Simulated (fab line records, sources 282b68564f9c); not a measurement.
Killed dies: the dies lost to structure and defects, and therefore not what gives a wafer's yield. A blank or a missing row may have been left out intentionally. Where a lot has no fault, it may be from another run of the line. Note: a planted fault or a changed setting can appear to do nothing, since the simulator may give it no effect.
Which tool was responsible? + flow rit_cmos + Sampling: 7 lots, 21 wafers, 2 of 202 route steps

WHAT THE GAUGES SHOWED, per wafer
RIT_GATE_THK_MEAS_07.
| lot  | measured    | on            | GATE_OXIDE_THK (nm) |
|------|-------------|---------------|---------------------|
| L649 | day 3 00:46 | film_metro-02 | 2.99 3.01 2.93      |
| L654 | day 3 21:02 | film_metro-03 | 2.95 2.93 2.88      |
| L658 | day 4 17:25 | film_metro-01 | 3.99 3.99 4.02      |
| L664 | day 5 23:51 | film_metro-02 | 2.92 2.96 2.95      |
| L666 | day 6 12:03 | film_metro-02 | 2.93 2.94 3.03      |
| L668 | day 6 20:02 | film_metro-01 | 2.88 2.96 2.95      |
| L670 | day 7 06:14 | film_metro-03 | 2.98 3.03 2.98      |

TOOL THAT RAN EACH LOT (tool first, then ch and the chambers of the sampled wafers, then the start)
| lot  | RIT_GATE_OXIDATION_05        |
|------|------------------------------|
| L649 | furnace-03 ch 0, day 2 22:53 |
| L654 | furnace-01 ch 0, day 3 19:43 |
| L658 | furnace-01 ch 0, day 4 15:03 |
| L664 | furnace-02 ch 0, day 5 22:31 |
| L666 | furnace-02 ch 0, day 6 09:52 |
| L668 | furnace-03 ch 0, day 6 18:43 |
| L670 | furnace-02 ch 0, day 7 04:53 |
- RIT_GATE_OXIDATION_05: target thk 3 nm, ox time 270 s.

THE ANSWER, worked out from the rows above alone
Rule: the usual values come from the lots themselves. The widest of any qualifying gaps counts: lots, ordered by their means at a reading, are off when they make up no more than a third of the lots, leave a main group of 4 or more, and stand apart from it by 3 or more times the standard deviation of that group's means. The tables above print the reading to a certain number of digits; a main group whose means all agree to those digits is not used. Also off: a lot with no number at a reading for which 4 or more lots have one. The other lots that the step has rows for count as sound.
Off: at RIT_GATE_THK_MEAS_07 (GATE_OXIDE_THK), L658. The main group: mean 2.96 nm, standard deviation 0.027.
If a tool, at a process step before that reading, ran all the lots that are off and no sound lot after the first of them, it fits. Gauges at RIT_GATE_THK_MEAS_07: tried the same way as those tools. One fits: RIT_GATE_OXIDATION_05 on furnace-01. Its last sound lot is L654 (day 3 19:43), its first lot that is off L658 (day 4 15:03): a fault that began between those two fits.

WHAT THE SIMULATOR PUT IN
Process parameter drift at RIT_GATE_OXIDATION_05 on furnace-01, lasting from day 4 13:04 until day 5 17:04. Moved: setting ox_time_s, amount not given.
Struck lots among those shown: L658. This agrees with what the rule above found.
